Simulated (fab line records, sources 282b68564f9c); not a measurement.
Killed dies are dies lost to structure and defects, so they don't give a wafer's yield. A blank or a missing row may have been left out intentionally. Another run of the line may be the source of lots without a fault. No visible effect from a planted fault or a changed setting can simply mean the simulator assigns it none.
Which tool was responsible? || flow rit_cmos || 15 lots, 45 wafers sampled, at 3 steps of a route of 202

== WHAT EACH GAUGE READ, for each wafer ==
RIT_NLDD_TW_MEAS_10. Usual: NLDD_TW gives 2487 (standard deviation 14).
{"lot": "L383", "measured": "day 2 23:43", "on": "film_metro-03", "NLDD_TW": "2476 2468 2476", "flag": ""}
{"lot": "L384", "measured": "day 3 04:01", "on": "film_metro-03", "NLDD_TW": "2477 2478 2467", "flag": ""}
{"lot": "L385", "measured": "day 3 08:27", "on": "film_metro-04", "NLDD_TW": "2275 2294 2268", "flag": "OFF"}
{"lot": "L386", "measured": "day 3 14:55", "on": "film_metro-04", "NLDD_TW": "2501 2510 2509", "flag": ""}
{"lot": "L387", "measured": "day 3 19:31", "on": "film_metro-03", "NLDD_TW": "2270 2259 2262", "flag": "OFF"}
{"lot": "L388", "measured": "day 4 00:08", "on": "film_metro-04", "NLDD_TW": "2272 2277 2275", "flag": "OFF"}
{"lot": "L389", "measured": "day 4 03:58", "on": "film_metro-03", "NLDD_TW": "2472 2471 2480", "flag": ""}
{"lot": "L394", "measured": "day 5 05:59", "on": "film_metro-01", "NLDD_TW": "2505 2499 2501", "flag": ""}
{"lot": "L396", "measured": "day 5 16:31", "on": "film_metro-01", "NLDD_TW": "2504 2497 2499", "flag": ""}
{"lot": "L397", "measured": "day 5 21:47", "on": "film_metro-03", "NLDD_TW": "2468 2468 2476", "flag": ""}
{"lot": "L398", "measured": "day 6 01:53", "on": "film_metro-03", "NLDD_TW": "2468 2472 2467", "flag": ""}
{"lot": "L399", "measured": "day 6 06:44", "on": "film_metro-04", "NLDD_TW": "2511 2511 2497", "flag": ""}
{"lot": "L401", "measured": "day 6 17:27", "on": "film_metro-01", "NLDD_TW": "2503 2495 2492", "flag": ""}
{"lot": "L403", "measured": "day 7 02:17", "on": "film_metro-01", "NLDD_TW": "2492 2479 2488", "flag": ""}
{"lot": "L404", "measured": "day 7 07:28", "on": "film_metro-01", "NLDD_TW": "2500 2504 2502", "flag": ""}

RIT_SDANNEAL_RS_MEAS_07: measures by four-point-probe. Usual: NLDD_RS gives 151.4 ohm/sq (standard deviation 0.56).
{"lot": "L383", "measured": "day 3 08:08", "on": "film_metro-03", "NLDD_RS (ohm/sq)": "151.7 151.7 152.1", "flag": ""}
{"lot": "L384", "measured": "day 3 12:03", "on": "film_metro-03", "NLDD_RS (ohm/sq)": "151.2 151.2 151.4", "flag": ""}
{"lot": "L385", "measured": "day 3 16:20", "on": "film_metro-04", "NLDD_RS (ohm/sq)": "198.1 197.8 198.3", "flag": "OFF"}
{"lot": "L386", "measured": "day 3 22:51", "on": "film_metro-01", "NLDD_RS (ohm/sq)": "151.7 151.8 152.3", "flag": ""}
{"lot": "L387", "measured": "day 4 03:21", "on": "film_metro-04", "NLDD_RS (ohm/sq)": "196.3 196.5 196.9", "flag": "OFF"}
{"lot": "L388", "measured": "day 4 08:08", "on": "film_metro-04", "NLDD_RS (ohm/sq)": "197.8 197.1 198.0", "flag": "OFF"}
{"lot": "L389", "measured": "day 4 12:00", "on": "film_metro-01", "NLDD_RS (ohm/sq)": "152.4 152.7 152.8", "flag": ""}
{"lot": "L394", "measured": "day 5 14:05", "on": "film_metro-03", "NLDD_RS (ohm/sq)": "151.5 151.7 151.4", "flag": ""}
{"lot": "L396", "measured": "day 6 00:20", "on": "film_metro-03", "NLDD_RS (ohm/sq)": "151.5 150.9 150.9", "flag": ""}
{"lot": "L397", "measured": "day 6 06:01", "on": "film_metro-04", "NLDD_RS (ohm/sq)": "151.4 151.0 151.4", "flag": ""}
{"lot": "L398", "measured": "day 6 09:41", "on": "film_metro-04", "NLDD_RS (ohm/sq)": "151.4 151.5 150.7", "flag": ""}
{"lot": "L399", "measured": "day 6 14:53", "on": "film_metro-03", "NLDD_RS (ohm/sq)": "150.8 150.8 150.6", "flag": ""}
{"lot": "L401", "measured": "day 7 01:10", "on": "film_metro-03", "NLDD_RS (ohm/sq)": "151.2 150.5 151.4", "flag": ""}
{"lot": "L403", "measured": "day 7 10:08", "on": "film_metro-03", "NLDD_RS (ohm/sq)": "152.1 152.2 152.1", "flag": ""}
{"lot": "L404", "measured": "day 7 15:50", "on": "film_metro-04", "NLDD_RS (ohm/sq)": "151.8 151.6 152.3", "flag": ""}

== WHAT TOOL EACH LOT RAN ON (gives the tool, then ch and the chambers of the sampled wafers, and finally the start) ==
{"lot": "L383", "RIT_NLDD_IMPLANT_08": "implanter-04 ch 0, day 2 23:25"}
{"lot": "L384", "RIT_NLDD_IMPLANT_08": "implanter-03 ch 0, day 3 03:41"}
{"lot": "L385", "RIT_NLDD_IMPLANT_08": "implanter-04 ch 0, day 3 08:08"}
{"lot": "L386", "RIT_NLDD_IMPLANT_08": "implanter-03 ch 0, day 3 14:35"}
{"lot": "L387", "RIT_NLDD_IMPLANT_08": "implanter-04 ch 0, day 3 19:12"}
{"lot": "L388", "RIT_NLDD_IMPLANT_08": "implanter-04 ch 0, day 3 23:49"}
{"lot": "L389", "RIT_NLDD_IMPLANT_08": "implanter-02 ch 0, day 4 03:39"}
{"lot": "L394", "RIT_NLDD_IMPLANT_08": "implanter-03 ch 0, day 5 05:41"}
{"lot": "L396", "RIT_NLDD_IMPLANT_08": "implanter-02 ch 0, day 5 16:13"}
{"lot": "L397", "RIT_NLDD_IMPLANT_08": "implanter-03 ch 0, day 5 21:29"}
{"lot": "L398", "RIT_NLDD_IMPLANT_08": "implanter-02 ch 0, day 6 01:35"}
{"lot": "L399", "RIT_NLDD_IMPLANT_08": "implanter-02 ch 0, day 6 06:25"}
{"lot": "L401", "RIT_NLDD_IMPLANT_08": "implanter-02 ch 0, day 6 17:07"}
{"lot": "L403", "RIT_NLDD_IMPLANT_08": "implanter-04 ch 0, day 7 01:58"}
{"lot": "L404", "RIT_NLDD_IMPLANT_08": "implanter-03 ch 0, day 7 07:08"}
- RIT_NLDD_IMPLANT_08

== WHAT THE TOOLS THEMSELVES READ (means of the sampled wafers that have a number; where no wafer has one, the mark that the record gives instead) ==
RIT_NLDD_IMPLANT_08. Usual: dose_ions_cm2 5.001e+14, standard deviation 5.1e+11; faraday_current_uA 1575, standard deviation 31.
{"lot": "L383", "tool": "implanter-04", "dose_ions_cm2": 5.005e+14, "faraday_current_uA": 1592, "flag": ""}
{"lot": "L384", "tool": "implanter-03", "dose_ions_cm2": 5.002e+14, "faraday_current_uA": 1577, "flag": ""}
{"lot": "L385", "tool": "implanter-04", "dose_ions_cm2": 3.594e+14, "faraday_current_uA": 1137, "flag": "OFF"}
{"lot": "L386", "tool": "implanter-03", "dose_ions_cm2": 4.998e+14, "faraday_current_uA": 1598, "flag": ""}
{"lot": "L387", "tool": "implanter-04", "dose_ions_cm2": 3.595e+14, "faraday_current_uA": 1122, "flag": "OFF"}
{"lot": "L388", "tool": "implanter-04", "dose_ions_cm2": 3.588e+14, "faraday_current_uA": 1109, "flag": "OFF"}
{"lot": "L389", "tool": "implanter-02", "dose_ions_cm2": 4.996e+14, "faraday_current_uA": 1557, "flag": ""}
{"lot": "L394", "tool": "implanter-03", "dose_ions_cm2": 5.000e+14, "faraday_current_uA": 1586, "flag": ""}
{"lot": "L396", "tool": "implanter-02", "dose_ions_cm2": 5.002e+14, "faraday_current_uA": 1585, "flag": ""}
{"lot": "L397", "tool": "implanter-03", "dose_ions_cm2": 5.000e+14, "faraday_current_uA": 1581, "flag": ""}
{"lot": "L398", "tool": "implanter-02", "dose_ions_cm2": 5.002e+14, "faraday_current_uA": 1559, "flag": ""}
{"lot": "L399", "tool": "implanter-02", "dose_ions_cm2": 5.002e+14, "faraday_current_uA": 1577, "flag": ""}
{"lot": "L401", "tool": "implanter-02", "dose_ions_cm2": 5.004e+14, "faraday_current_uA": 1557, "flag": ""}
{"lot": "L403", "tool": "implanter-04", "dose_ions_cm2": 5.003e+14, "faraday_current_uA": 1559, "flag": ""}
{"lot": "L404", "tool": "implanter-03", "dose_ions_cm2": 4.999e+14, "faraday_current_uA": 1561, "flag": ""}

== THE ANSWER, worked out from the rows above alone ==
Rule: a lot is off if the mean of its wafers that have a number lies more than 3 standard deviations from the usual mean. Also off: a lot with no number at a reading for which 4 or more lots have one. The other lots that the step has rows for count as sound. Order of review: gauges by route order, followed by the tools' own readings, for which a lot's mean as printed above is used. At the first step where some lot is off, the reading lying furthest off is the one used; lots without a number count as furthest.
Off: at RIT_NLDD_TW_MEAS_10 (NLDD_TW), L385, L387, L388.
If a tool, at a process step before that reading, ran all the lots that are off and no sound lot after the first of them, it fits. Not tried: the gauges at RIT_NLDD_TW_MEAS_10; whatever is off there is also off at RIT_NLDD_IMPLANT_08, on other tools, and gauge error can't account for it. None of those tried fits.

== WHAT WAS PUT IN BY THE SIMULATOR ==
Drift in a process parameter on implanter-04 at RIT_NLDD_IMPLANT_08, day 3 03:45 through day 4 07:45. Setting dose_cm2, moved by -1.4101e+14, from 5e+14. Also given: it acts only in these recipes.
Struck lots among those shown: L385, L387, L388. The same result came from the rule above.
